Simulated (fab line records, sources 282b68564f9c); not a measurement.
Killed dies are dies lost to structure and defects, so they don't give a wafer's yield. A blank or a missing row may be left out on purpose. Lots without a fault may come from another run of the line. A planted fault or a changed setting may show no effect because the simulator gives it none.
A struck lot beside a sound one | flow rit_cmos | 20 steps out of a route of 202
Sound: wafers L704.1, L704.2, L704.6. Struck: wafers L713.3, L713.5, L713.6. The cause comes at the end.
At each step with rows: each side's tool, then ch and its chambers, then its first start. Under that, the readings that differ: sound wafers | struck wafers | difference of the means | sigmas: that difference in standard deviations of wafers without a fault.
alike: readings whose means differ by less than 2 such deviations, and words and numbers that are the same on both sides. not compared: withheld readings, readings that some wafer has no value for, bounds like >300 that may hide the same value, and numbers for which the record gives no deviation and whose values overlap.
The two part at a step that has a row with sigmas, a row that says differs or no value, or rows on one side only. Numbers that don't overlap but have no deviation are shown without sigmas and don't part them. A reading that every wafer of one side lacks parts them only if that side has two wafers or more.

first, 2 steps without rows for these wafers: RIT_NWELL_HARDBAKE_07 (time 120 s); RIT_NWELL_IMPLANT_08.
RIT_NWELL_STRIP_09: strips in O2, time 180 s.
  sound on plasma_asher-04 ch 0,1, day 2 15:02; struck on plasma_asher-04 ch 0,1, day 4 10:45
  alike: drypump_motor_current_A
  not compared: rf_hours_counter_h
RIT_NWELL_TW_MEAS_10:
  sound on film_metro-01, day 2 15:13; struck on film_metro-02, day 4 10:53
  alike: NWELL_TW
then, 6 steps without rows for these wafers: RIT_PWELL_HMDS_00 (prime time 60 s); RIT_PWELL_COAT_01 (resist thk 1300 nm); RIT_PWELL_SOFTBAKE_02 (time 60 s); RIT_PWELL_EXPOSE_03 (exposes mask M3, target cd 43700 nm); RIT_PWELL_PEB_04; RIT_PWELL_DEVELOP_05 (develop time 68 s).
RIT_PWELL_OVL_MEAS_06:
  sound on overlay-01, day 2 16:34; struck on overlay-01, day 4 12:06
  alike: PWELL_OVL
then, 1 step without rows for these wafers: RIT_PWELL_HARDBAKE_07 (time 120 s).
RIT_PWELL_IMPLANT_08:
  sound on implanter-03 ch 0, day 2 17:06; struck on implanter-03 ch 0, day 4 12:26
  reading            | sound                         | struck                        | difference | sigmas
  dose_ions_cm2      | 6.989e+13 7.005e+13 6.993e+13 | 9.098e+13 9.089e+13 9.092e+13 | +2.097e+13 | +99 or more
  faraday_current_uA | 221 217 222                   | 284 283 288                   | +65        | +15
RIT_PWELL_STRIP_09: strips in O2, time 180 s.
  sound on plasma_asher-01 ch 0,1, day 2 17:15; struck on plasma_asher-03 ch 0,1, day 4 12:35
  alike: drypump_motor_current_A
  not compared: rf_hours_counter_h
RIT_PWELL_TW_MEAS_10:
  sound on film_metro-04, day 2 17:25; struck on film_metro-02, day 4 12:43
  reading  | sound       | struck         | difference | sigmas
  PWELL_TW | 957 955 956 | 1025 1030 1028 | +72        | +7
then, 1 step without rows for these wafers: RIT_WELLDRIVE_ANNEAL_00 (time 14700 s).
RIT_WELLDRIVE_RS_MEAS_01: measures by four-point-probe.
  sound on film_metro-02, day 2 22:34; struck on film_metro-01, day 4 17:53
  alike: NWELL_RS
RIT_WELLDRIVE_RS_MEAS_02: measures by four-point-probe.
  sound on film_metro-02, day 2 22:41; struck on film_metro-01, day 4 18:00
  reading           | sound             | struck            | difference | sigmas
  PWELL_RS (ohm/sq) | 428.5 427.8 427.2 | 364.5 364.6 364.7 | -63.2      | -49
then, 1 step without rows for these wafers: RIT_NRETRO_HMDS_00 (prime time 60 s).
RIT_M1_PROBE_99:
  sound on prober-01, day 4 04:33; struck on prober-02, day 6 03:56
  reading                             | sound             | struck            | difference | sigmas
  model.etest.nmos_0p3.r_on_ohm_um    | 2024 2053 2003    | 2180 2234 2193    | +176       |
  model.etest.pwell_pinched.rs_ohm_sq | 463.6 457.1 454.7 | 384.1 392.2 386.8 | -70.8      |
  model.etest.pwell.rs_ohm_sq         | 410.4 411.1 413.9 | 356 357.1 352.9   | -56        |
  model.etest.nmos_turned.drive_ua_um | 354.2 358.6 362.1 | 324.1 305.8 311.6 | -44.5      |
  model.etest.nmos_0p15.drive_ua_um   | 504.9 495.8 503.8 | 477.8 451.2 468.5 | -35.7      |
  model.etest.nmos_narrow.drive_ua_um | 256 251.8 248.2   | 208 207.9 212.1   | -43        |
  model.etest.nmos_0p3.drive_ua_um    | 255 250.8 250     | 207.5 208.1 210.5 | -43.2      |
  alike: killed_at_contacts, killed_at_front_end, killed_dies, killed_open, killed_short
  not compared: model.etest.nmos_0p15.r_on_ohm_um

WHERE THEY PART
First at RIT_PWELL_IMPLANT_08; last, within this record, at RIT_WELLDRIVE_RS_MEAS_02. Later steps at which nothing parts them and some readings are alike: RIT_M1_PROBE_99.

WHY: what the simulator had put in
Process parameter drift: implanter-03, from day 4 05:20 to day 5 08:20, at RIT_PWELL_IMPLANT_08. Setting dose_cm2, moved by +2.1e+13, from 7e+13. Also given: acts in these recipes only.
